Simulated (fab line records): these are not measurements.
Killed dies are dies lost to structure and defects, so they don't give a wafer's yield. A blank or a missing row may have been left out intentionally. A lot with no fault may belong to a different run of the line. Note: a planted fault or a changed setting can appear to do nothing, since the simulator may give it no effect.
Split-lot study || flow berkeley-cmos170 || 23 wafers read across 5 lots, on a route 331 steps long

== THE SPLIT ITSELF ==
At UCB170_M2_METAL_ETCH_18 (etches Al in Cl2/BCl3, stops on SiO2, target depth 1170 nm, time 195 s), the setting time-s was moved away from the recipe's 195 s on 8 of the 23 wafers read, by -6.4% to +10.4%. All remaining wafers had this setting at the recipe value.

There is no step in the file separating the split from the reading.

== THE READING ==
oes-product-au, in a.u., at UCB170_M2_STRIP_19 (strips in O2). Typical for fault-free wafers on this fab line: 0.536 a.u., with standard deviation 0.013 a.u.

{"wafer": "L079.2", "tool, chamber at the split": "rie-metal-01, 0,1", "time-s as run, s": 195, "against the recipe": "recipe", "oes-product-au, a.u.": 0.534, "against lot-mates on the recipe": "-"}
{"wafer": "L079.3", "tool, chamber at the split": "rie-metal-01, 0,1,0", "time-s as run, s": 215.2, "against the recipe": "+10.4%", "oes-product-au, a.u.": 0.463, "against lot-mates on the recipe": -0.075}
{"wafer": "L079.4", "tool, chamber at the split": "rie-metal-01, 0,1,0", "time-s as run, s": 215.2, "against the recipe": "+10.4%", "oes-product-au, a.u.": 0.456, "against lot-mates on the recipe": -0.082}
{"wafer": "L079.5", "tool, chamber at the split": "rie-metal-01, 0,1,0", "time-s as run, s": 215.2, "against the recipe": "+10.4%", "oes-product-au, a.u.": 0.453, "against lot-mates on the recipe": -0.085}
{"wafer": "L079.6", "tool, chamber at the split": "rie-metal-01, 0,1", "time-s as run, s": 195, "against the recipe": "recipe", "oes-product-au, a.u.": 0.541, "against lot-mates on the recipe": "-"}
{"wafer": "L081.1", "tool, chamber at the split": "rie-metal-01, 0,1,0", "time-s as run, s": 205.1, "against the recipe": "+5.2%", "oes-product-au, a.u.": 0.497, "against lot-mates on the recipe": -0.039}
{"wafer": "L081.2", "tool, chamber at the split": "rie-metal-01, 0,1,0", "time-s as run, s": 205.1, "against the recipe": "+5.2%", "oes-product-au, a.u.": 0.510, "against lot-mates on the recipe": -0.026}
{"wafer": "L081.3", "tool, chamber at the split": "rie-metal-01, 1,0", "time-s as run, s": 195, "against the recipe": "recipe", "oes-product-au, a.u.": 0.535, "against lot-mates on the recipe": "-"}
{"wafer": "L081.4", "tool, chamber at the split": "rie-metal-01, 1,0", "time-s as run, s": 195, "against the recipe": "recipe", "oes-product-au, a.u.": 0.536, "against lot-mates on the recipe": "-"}
{"wafer": "L081.6", "tool, chamber at the split": "rie-metal-01, 0,1,0", "time-s as run, s": 205.1, "against the recipe": "+5.2%", "oes-product-au, a.u.": 0.508, "against lot-mates on the recipe": -0.028}
{"wafer": "L084.2", "tool, chamber at the split": "rie-metal-03, 1", "time-s as run, s": 195, "against the recipe": "recipe", "oes-product-au, a.u.": 0.554, "against lot-mates on the recipe": "-"}
{"wafer": "L084.3", "tool, chamber at the split": "rie-metal-03, 0", "time-s as run, s": 182.6, "against the recipe": "-6.4%", "oes-product-au, a.u.": 0.601, "against lot-mates on the recipe": "+0.053"}
{"wafer": "L084.4", "tool, chamber at the split": "rie-metal-03, 1", "time-s as run, s": 195, "against the recipe": "recipe", "oes-product-au, a.u.": 0.543, "against lot-mates on the recipe": "-"}
{"wafer": "L084.5", "tool, chamber at the split": "rie-metal-03, 1", "time-s as run, s": 195, "against the recipe": "recipe", "oes-product-au, a.u.": 0.546, "against lot-mates on the recipe": "-"}
{"wafer": "L084.6", "tool, chamber at the split": "rie-metal-03, 0", "time-s as run, s": 182.6, "against the recipe": "-6.4%", "oes-product-au, a.u.": 0.596, "against lot-mates on the recipe": "+0.048"}
{"wafer": "L083.1", "tool, chamber at the split": "rie-metal-01, 1", "time-s as run, s": 195, "against the recipe": "recipe", "oes-product-au, a.u.": 0.530, "against lot-mates on the recipe": "-"}
{"wafer": "L083.4", "tool, chamber at the split": "rie-metal-01, 1", "time-s as run, s": 195, "against the recipe": "recipe", "oes-product-au, a.u.": 0.530, "against lot-mates on the recipe": "-"}
{"wafer": "L083.5", "tool, chamber at the split": "rie-metal-01, 1", "time-s as run, s": 195, "against the recipe": "recipe", "oes-product-au, a.u.": 0.537, "against lot-mates on the recipe": "-"}
{"wafer": "L085.1", "tool, chamber at the split": "rie-metal-03, 0,1,0,1,1", "time-s as run, s": 195, "against the recipe": "recipe", "oes-product-au, a.u.": 0.519, "against lot-mates on the recipe": "-"}
{"wafer": "L085.2", "tool, chamber at the split": "rie-metal-03, 0,1,0,1,1", "time-s as run, s": 195, "against the recipe": "recipe", "oes-product-au, a.u.": 0.522, "against lot-mates on the recipe": "-"}
{"wafer": "L085.3", "tool, chamber at the split": "rie-metal-03, 0,1,0,1,1", "time-s as run, s": 195, "against the recipe": "recipe", "oes-product-au, a.u.": 0.524, "against lot-mates on the recipe": "-"}
{"wafer": "L085.4", "tool, chamber at the split": "rie-metal-03, 0,1,0,1,1", "time-s as run, s": 195, "against the recipe": "recipe", "oes-product-au, a.u.": 0.539, "against lot-mates on the recipe": "-"}
{"wafer": "L085.5", "tool, chamber at the split": "rie-metal-03, 0,1,0,1,1", "time-s as run, s": 195, "against the recipe": "recipe", "oes-product-au, a.u.": 0.535, "against lot-mates on the recipe": "-"}
If several chambers appear in one row, that row covers several wafers at once and the file leaves open which wafer was in which chamber.

THE FIT
A straight line over all 23 wafers: oes-product-au changes by -0.00784 a.u. for each +1% of time-s; r = -0.97; the points scatter about the line by 0.0095 a.u.
The same after taking each lot's own level away (the mean of its wafers on the recipe; 23 wafers): -0.00755 a.u. for each +1%; r = -0.98; scatter 0.0062 a.u.
That fit puts the effect of the largest move of time-s on the reading at 0.078 a.u.
Measured against the standard deviation above, the lots' own levels, which go from 0.5278 to 0.5477 a.u., span 1.5 times it.
Consequently the slope shifts little with the lot-to-lot level, the two slopes agreeing.
Check: -0.0779 a.u. against its lot-mates is what the line predicts for one of the wafers moved furthest among these (+10.4%) when that wafer is left out of the fit. It came out at -0.0745 a.u. against them.

== FURTHER SPLITS ON THESE WAFERS ==
Note: prior to the reading, these wafers also went through further splits. Each is held against what the fit with the lots' levels taken away leaves over:
{"other split on the same wafers": "UCB170_CONTACT_PEB_13 peb-temp-c", "wafers away from the commonest value": 8, "r with oes-product-au (lot level and that fit taken away)": -0.05}
{"other split on the same wafers": "UCB170_M1_METAL_ETCH_12 icp-w", "wafers away from the commonest value": 4, "r with oes-product-au (lot level and that fit taken away)": "+0.09"}
{"other split on the same wafers": "UCB170_V1_PEB_10 peb-temp-c", "wafers away from the commonest value": 10, "r with oes-product-au (lot level and that fit taken away)": "+0.25"}

== FILE'S OWN FIT ==
oes-product-au changes by -0.00751 a.u. for each +1% of time-s, r = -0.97.
